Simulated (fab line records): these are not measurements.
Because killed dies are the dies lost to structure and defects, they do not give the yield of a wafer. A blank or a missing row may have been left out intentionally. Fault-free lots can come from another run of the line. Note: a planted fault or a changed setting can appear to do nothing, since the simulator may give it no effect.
Lot-split experiment | flow ritCmos | route with 202 steps; 5 lots, 23 wafers read

## SPLIT DETAILS
At RIT_CONTACT_DEVELOP_07 (develop time 120 s), the setting developTimeS was moved away from the recipe's 120 s on 8 of the 23 wafers read, by -10.4% to +15.0%. The other wafers ran this setting at the recipe's value.

## FROM THE SPLIT TO THE READING: what the file shows between them, 4 steps
- RIT_CONTACT_CD_MEAS_08: target cd 1000 nm
- RIT_CONTACT_HARDBAKE_10: time 60 s
- RIT_CONTACT_ETCH_11: etches SiO2 in CHF3/CF4/Ar, stops on TiSi2, target depth 480 nm, time 320 s
- RIT_CONTACT_STRIP_12: strips in O2, time 180 s

## THE READING
cdNm, in nm, at RIT_CONTACT_CD_MEAS_90 (target cd 1000 nm). A value of 1000.1 nm with a standard deviation of 2.2 nm is what fault-free wafers of this fab line usually give.

wafer  | tool, chamber at the split | developTimeS as run, s | against the recipe | cdNm, nm | against lot-mates on the recipe
L076.1 | lithoTrack-03, 0           | 120                    | recipe             | 998.1    | -
L076.2 | lithoTrack-03, 0           | 138                    | +15.0%             | 1012.5   | +12.8
L076.4 | lithoTrack-03, 0           | 120                    | recipe             | 1000.1   | -
L076.5 | lithoTrack-03, 0           | 138                    | +15.0%             | 1009.8   | +10.1
L076.6 | lithoTrack-03, 0           | 120                    | recipe             | 1001.0   | -
L079.2 | lithoTrack-03, 0           | 120                    | recipe             | 996.8    | -
L079.3 | lithoTrack-03, 0           | 120                    | recipe             | 999.9    | -
L079.4 | lithoTrack-03, 0           | 120                    | recipe             | 1000.4   | -
L079.5 | lithoTrack-03, 0           | 131.4                  | +9.5%              | 1006.1   | +7.1
L079.6 | lithoTrack-03, 0           | 131.4                  | +9.5%              | 1005.9   | +6.9
L080.1 | lithoTrack-02, 0           | 120                    | recipe             | 1000.7   | -
L080.3 | lithoTrack-02, 0           | 120                    | recipe             | 1001.0   | -
L080.4 | lithoTrack-02, 0           | 107.5                  | -10.4%             | 990.9    | -10.1
L080.5 | lithoTrack-02, 0           | 120                    | recipe             | 1001.4   | -
L080.6 | lithoTrack-02, 0           | 107.5                  | -10.4%             | 991.1    | -9.9
L083.1 | lithoTrack-04, 0           | 120                    | recipe             | 996.8    | -
L083.3 | lithoTrack-04, 0           | 120                    | recipe             | 997.0    | -
L083.5 | lithoTrack-04, 0           | 120                    | recipe             | 997.9    | -
L085.1 | lithoTrack-04, 0           | 120                    | recipe             | 996.0    | -
L085.2 | lithoTrack-04, 0           | 111.7                  | -6.9%              | 992.4    | -5.1
L085.3 | lithoTrack-04, 0           | 120                    | recipe             | 998.2    | -
L085.4 | lithoTrack-04, 0           | 120                    | recipe             | 998.3    | -
L085.5 | lithoTrack-04, 0           | 111.7                  | -6.9%              | 991.5    | -6.0

THE FIT
A straight line over all 23 wafers: cdNm changes by +0.811 nm for each +1% of developTimeS; r = +0.96; the points scatter about the line by 1.6 nm.
The same after taking each lot's own level away (the mean of its wafers on the recipe; 23 wafers): +0.81 nm for each +1%; r = +0.98; scatter 1.1 nm.
Per that fit: largest developTimeS move, reading shift of 12 nm.
Measured against the standard deviation above, the lots' own levels, which go from 997.23 to 1001.03 nm, span 1.7 times it.
The two slopes agree, so the slope changes little with the lot-to-lot level.
Check: for one of the wafers moved furthest among these (+15.0%), held out of the fit, the line's prediction against its lot-mates is +11.6 nm. It came out at +12.8 nm against them.

## THE WHOLE CHAIN: every reading that the file lists as answering this split, in the file's order
step                   | what it does                                                                | reading                                                       | change (the file's fit)               | r (the file's)
RIT_CONTACT_CD_MEAS_08 | target cd 1000 nm                                                           | cdNm                                                          | +0.797 nm for each +1% of the setting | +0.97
RIT_CONTACT_ETCH_11    | etches SiO2 in CHF3/CF4/Ar, stops on TiSi2, target depth 480 nm, time 320 s | CONTACT.cdNm (the simulator's own value, which no gauge read) | +0.798 nm for each +1% of the setting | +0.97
RIT_CONTACT_CD_MEAS_90 | target cd 1000 nm                                                           | cdNm                                                          | +0.805 nm for each +1% of the setting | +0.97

## FILE'S OWN FIT
cdNm changes by +0.805 nm for each +1% of developTimeS, r = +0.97.
